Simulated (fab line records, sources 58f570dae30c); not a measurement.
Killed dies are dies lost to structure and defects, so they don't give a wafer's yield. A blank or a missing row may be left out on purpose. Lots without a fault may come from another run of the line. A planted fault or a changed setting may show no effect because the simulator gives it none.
Split-lot experiment | flow berkeley_cmos170 | 5 lots, 23 wafers read, on a route of 331 steps

THE SPLIT
At UCB170_M1_ETCH_11 (etches BARC in N2/H2), the setting source_w was moved away from the recipe's 500 W on 9 of the 23 wafers read, by -9.7% to +10.2%. The other wafers ran this setting at the recipe's value.

The reading is taken at the split's own step.

THE READING
oes_product_au, in a.u., at UCB170_M1_ETCH_11 (etches BARC in N2/H2). Fault-free wafers of this fab line usually give 0.999 a.u., standard deviation 0.017 a.u..

wafer  | tool, chamber at the split | source_w as run, W | against the recipe | oes_product_au, a.u. | against lot-mates on the recipe
L074.1 | rie_diel-03, 3             | 547.4              | +9.5%              | 1.081                | +0.058
L074.2 | rie_diel-03, 1             | 547.4              | +9.5%              | 1.052                | +0.030
L074.4 | rie_diel-03, 0             | 500                | recipe             | 1.022                | -
L074.5 | rie_diel-03, 3             | 500                | recipe             | 1.023                | -
L074.6 | rie_diel-03, 1             | 547.4              | +9.5%              | 1.049                | +0.026
L076.1 | rie_diel-04, 0             | 500                | recipe             | 0.970                | -
L076.2 | rie_diel-04, 1             | 551.1              | +10.2%             | 1.073                | +0.084
L076.3 | rie_diel-04, 3             | 500                | recipe             | 1.029                | -
L076.5 | rie_diel-04, 0             | 500                | recipe             | 0.969                | -
L076.6 | rie_diel-04, 3             | 551.1              | +10.2%             | 1.086                | +0.097
L083.1 | rie_diel-01, 1             | 536.2              | +7.2%              | 1.024                | +0.042
L083.2 | rie_diel-01, 3             | 536.2              | +7.2%              | 1.031                | +0.049
L083.3 | rie_diel-01, 2             | 500                | recipe             | 0.978                | -
L083.5 | rie_diel-01, 1             | 500                | recipe             | 0.985                | -
L083.6 | rie_diel-01, 2             | 500                | recipe             | 0.983                | -
L085.1 | rie_diel-01, 2             | 500                | recipe             | 0.976                | -
L085.2 | rie_diel-01, 1             | 500                | recipe             | 0.995                | -
L085.4 | rie_diel-01, 3             | 500                | recipe             | 0.985                | -
L084.1 | rie_diel-03, 3             | 500                | recipe             | 1.021                | -
L084.2 | rie_diel-03, 0             | 500                | recipe             | 1.013                | -
L084.3 | rie_diel-03, 2             | 500                | recipe             | 0.993                | -
L084.4 | rie_diel-03, 1             | 451.5              | -9.7%              | 0.956                | -0.053
L084.5 | rie_diel-03, 0             | 451.5              | -9.7%              | 0.969                | -0.040

THE FIT
A straight line over all 23 wafers: oes_product_au changes by +0.00578 a.u. for each +1% of source_w; r = +0.85; the points scatter about the line by 0.021 a.u..
The same after taking each lot's own level away (the mean of its wafers on the recipe; 23 wafers): +0.00572 a.u. for each +1%; r = +0.88; scatter 0.018 a.u..
On that fit, the largest move of source_w shifts the reading by 0.058 a.u..
The lots' own levels span 0.9820 to 1.0225 a.u., that is 2.4 times the standard deviation above.
So the lot-to-lot level changes the slope little: the two slopes agree.
Check: with one of the wafers moved furthest among these (+10.2%) left out of the fit, the line predicts +0.0563 a.u. for it against its lot-mates. It came out at +0.0837 a.u. against them.
Tool readings at the split's step, against how far the setting was moved: oes_product_au r = +0.85.

OTHER SPLITS ON THESE WAFERS
These wafers also went through other splits before the reading. Each is held against what the fit with the lots' levels taken away leaves over:
other split on the same wafers       | wafers away from the commonest value | r with oes_product_au (lot level and that fit taken away)
UCB170_NLDD_IMPLANT_09 dose_cm2      | 6                                    | +0.13
UCB170_NSD_PEB_04 peb_temp_c         | 6                                    | -0.01
UCB170_BACKSIDE_COAT_01 spin_rpm     | 10                                   | +0.47
UCB170_SILICIDE_SPUTTER_01 power_w   | 10                                   | -0.18
UCB170_CONTACT_COAT_04 resist_thk_nm | 11                                   | -0.26
UCB170_M1_COAT_04 spin_rpm           | 7                                    | -0.02

THE FILE'S OWN FIT
oes_product_au changes by +0.00604 a.u. for each +1% of source_w, r = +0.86.
